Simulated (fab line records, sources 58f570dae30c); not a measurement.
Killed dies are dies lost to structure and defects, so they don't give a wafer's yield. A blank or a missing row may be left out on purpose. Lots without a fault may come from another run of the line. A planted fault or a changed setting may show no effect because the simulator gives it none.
Split-lot experiment | flow berkeley_cmos170 | 5 lots, 23 wafers read, on a route of 331 steps

THE SPLIT
At UCB170_SACOX_OXIDATION_01 (target thk 14.4 nm, ox time 2400 s), the setting temp_c was moved away from the recipe's 900 C on 20 of the 23 wafers read, by -2.6% to -2.3%. The other wafers ran this setting at the recipe's value.

The file shows no step between the split and the reading.

THE READING
SACOX_OXIDE_THK, in nm, at UCB170_SACOX_THK_MEAS_02. Fault-free wafers of this fab line usually give 14.47 nm, standard deviation 0.25 nm.

wafer  | tool, chamber at the split | temp_c as run, C | against the recipe | SACOX_OXIDE_THK, nm | against lot-mates on the recipe
L074.1 | -, -                       | 879.2            | -2.3%              | 11.47               | no lot-mate on the recipe
L074.2 | -, -                       | 879.2            | -2.3%              | 11.23               | no lot-mate on the recipe
L074.3 | -, -                       | 879.2            | -2.3%              | 11.38               | no lot-mate on the recipe
L074.4 | -, -                       | 879.2            | -2.3%              | 11.67               | no lot-mate on the recipe
L074.6 | -, -                       | 879.2            | -2.3%              | 11.43               | no lot-mate on the recipe
L077.1 | -, -                       | 876.6            | -2.6%              | 11.26               | no lot-mate on the recipe
L077.2 | -, -                       | 876.6            | -2.6%              | 11.25               | no lot-mate on the recipe
L077.3 | -, -                       | 876.6            | -2.6%              | 11.47               | no lot-mate on the recipe
L077.4 | -, -                       | 876.6            | -2.6%              | 11.33               | no lot-mate on the recipe
L077.6 | -, -                       | 876.6            | -2.6%              | 11.35               | no lot-mate on the recipe
L082.1 | -, -                       | 877.1            | -2.5%              | 11.66               | no lot-mate on the recipe
L082.2 | -, -                       | 877.1            | -2.5%              | 11.44               | no lot-mate on the recipe
L082.3 | -, -                       | 877.1            | -2.5%              | 11.45               | no lot-mate on the recipe
L082.4 | -, -                       | 877.1            | -2.5%              | 11.39               | no lot-mate on the recipe
L082.5 | -, -                       | 877.1            | -2.5%              | 11.37               | no lot-mate on the recipe
L083.1 | -, -                       | 878.7            | -2.4%              | 11.32               | no lot-mate on the recipe
L083.2 | -, -                       | 878.7            | -2.4%              | 11.62               | no lot-mate on the recipe
L083.3 | -, -                       | 878.7            | -2.4%              | 11.52               | no lot-mate on the recipe
L083.4 | -, -                       | 878.7            | -2.4%              | 11.50               | no lot-mate on the recipe
L083.6 | -, -                       | 878.7            | -2.4%              | 11.48               | no lot-mate on the recipe
L085.1 | furnace-03, 0              | 900              | recipe             | 14.27               | -
L085.3 | furnace-03, 0              | 900              | recipe             | 14.48               | -
L085.5 | furnace-03, 0              | 900              | recipe             | 14.51               | -

THE FIT
A straight line over all 23 wafers: SACOX_OXIDE_THK changes by +1.2 nm for each +1% of temp_c; r = +0.99; the points scatter about the line by 0.16 nm.
Too few moved wafers have a lot-mate on the recipe to fit a line with each lot's own level taken away.

THE WHOLE CHAIN: every reading that the file lists as answering this split, in the file's order
step                      | what it does                       | reading                                                                            | change (the file's fit)             | r (the file's)
UCB170_SACOX_OXIDATION_01 | target thk 14.4 nm, ox time 2400 s | SiO2_of_SACOX_OXIDATION_01.thk_nm (the simulator's own value, which no gauge read) | +1.2 nm for each +1% of the setting | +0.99
UCB170_SACOX_THK_MEAS_02  |                                    | SACOX_OXIDE_THK                                                                    | +1.2 for each +1% of the setting    | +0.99

THE FILE'S OWN FIT
SACOX_OXIDE_THK changes by +1.2 nm for each +1% of temp_c, r = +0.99.
